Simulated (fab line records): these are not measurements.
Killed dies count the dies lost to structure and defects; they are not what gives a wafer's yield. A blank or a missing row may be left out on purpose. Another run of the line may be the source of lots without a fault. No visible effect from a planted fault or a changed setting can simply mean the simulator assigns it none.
The tool behind it: which one? :: flow ritCmos :: 14 lots, 42 wafers sampled, at 2 steps of a route of 202

WHAT EACH GAUGE READ, for each wafer
RIT_ACTIVE_THK_MEAS_04. Usual: ACTIVE_NITRIDE_THK 149.9 nm, standard deviation 1.5.
lot: L969
measured: day 1 18:32
on: filmMetro-03
ACTIVE_NITRIDE_THK (nm): 151.4 151.2 151.4
flag: 

lot: L970
measured: day 1 23:38
on: filmMetro-01
ACTIVE_NITRIDE_THK (nm): 152.5 152.7 151.9
flag: 

lot: L972
measured: day 2 10:16
on: filmMetro-01
ACTIVE_NITRIDE_THK (nm): 150.1 152.0 150.7
flag: 

lot: L973
measured: day 2 15:26
on: filmMetro-04
ACTIVE_NITRIDE_THK (nm): 150.9 150.5 149.6
flag: 

lot: L974
measured: day 2 20:55
on: filmMetro-03
ACTIVE_NITRIDE_THK (nm): 149.2 149.6 148.2
flag: 

lot: L975
measured: day 3 02:23
on: filmMetro-01
ACTIVE_NITRIDE_THK (nm): 147.9 147.8 149.0
flag: 

lot: L976
measured: day 3 05:56
on: filmMetro-03
ACTIVE_NITRIDE_THK (nm): 148.7 149.9 149.1
flag: 

lot: L977
measured: day 3 12:25
on: filmMetro-03
ACTIVE_NITRIDE_THK (nm): 148.5 149.1 147.4
flag: 

lot: L979
measured: day 4 00:23
on: filmMetro-03
ACTIVE_NITRIDE_THK (nm): 150.4 150.8 149.2
flag: 

lot: L980
measured: day 4 02:36
on: filmMetro-04
ACTIVE_NITRIDE_THK (nm): 151.2 152.0 151.2
flag: 

lot: L981
measured: day 4 08:18
on: filmMetro-04
ACTIVE_NITRIDE_THK (nm): 149.4 149.9 149.9
flag: 

lot: L982
measured: day 4 12:14
on: filmMetro-03
ACTIVE_NITRIDE_THK (nm): 147.9 147.9 146.9
flag: 

lot: L983
measured: day 4 20:16
on: filmMetro-04
ACTIVE_NITRIDE_THK (nm): 297.4 296.9 297.2 297.4 296.6 297.5
flag: OFF

lot: L990
measured: day 6 07:13
on: filmMetro-01
ACTIVE_NITRIDE_THK (nm): 303.7 303.3 304.5 303.6 303.1 304.3
flag: OFF

WHAT TOOL EACH LOT RAN ON (gives the tool, then ch and the chambers of the sampled wafers, and finally the start)
lot: L969
RIT_ACTIVE_CVD_03: lpcvd-01 ch 1, day 1 17:07

lot: L970
RIT_ACTIVE_CVD_03: lpcvd-01 ch 0, day 1 22:13

lot: L972
RIT_ACTIVE_CVD_03: lpcvd-01 ch 1, day 2 08:51

lot: L973
RIT_ACTIVE_CVD_03: lpcvd-01 ch 0, day 2 14:01

lot: L974
RIT_ACTIVE_CVD_03: lpcvd-01 ch 0, day 2 19:29

lot: L975
RIT_ACTIVE_CVD_03: lpcvd-02 ch 1, day 3 00:16

lot: L976
RIT_ACTIVE_CVD_03: lpcvd-01 ch 1, day 3 04:30

lot: L977
RIT_ACTIVE_CVD_03: lpcvd-01 ch 1, day 3 11:00

lot: L979
RIT_ACTIVE_CVD_03: lpcvd-01 ch 0, day 3 22:57

lot: L980
RIT_ACTIVE_CVD_03: lpcvd-01 ch 1, day 4 01:10

lot: L981
RIT_ACTIVE_CVD_03: lpcvd-01 ch 1, day 4 06:53

lot: L982
RIT_ACTIVE_CVD_03: lpcvd-02 ch 1, day 4 10:07

lot: L983
RIT_ACTIVE_CVD_03: lpcvd-02 ch 0, day 4 15:47

lot: L990
RIT_ACTIVE_CVD_03: lpcvd-01 ch 0, day 6 04:13
- RIT_ACTIVE_CVD_03: deposits Si3N4 from SiH2Cl2/NH3, target thk 150 nm, time 1500 s.

AS READ BY THE TOOLS THEMSELVES (means over the sampled wafers that have a number; for cases with no such wafer, the mark the record gives instead)
The record holds no such reading with a usual standard deviation.

THE ANSWER, worked out from the rows above alone
Rule: a lot is off if the mean of its wafers that have a number lies more than 3 standard deviations from the usual mean. Also off: a lot with no number at a reading for which 4 or more lots have one. Any other lot the step has rows for is counted as sound. Order of review: gauges by route order, followed by the tools' own readings, for which a lot's mean as printed above is used. At the first step where some lot is off, the reading lying furthest off is the one used; lots without a number count as furthest.
Off: at RIT_ACTIVE_THK_MEAS_04 (ACTIVE_NITRIDE_THK), L983, L990.
A tool fits if, at a process step before that reading, it ran every lot that is off, and no sound lot after the first of them. Gauges at RIT_ACTIVE_THK_MEAS_04: tried the same way as those tools. Not one of the candidates tried fits.

WHAT HAD BEEN PUT IN BY THE SIMULATOR
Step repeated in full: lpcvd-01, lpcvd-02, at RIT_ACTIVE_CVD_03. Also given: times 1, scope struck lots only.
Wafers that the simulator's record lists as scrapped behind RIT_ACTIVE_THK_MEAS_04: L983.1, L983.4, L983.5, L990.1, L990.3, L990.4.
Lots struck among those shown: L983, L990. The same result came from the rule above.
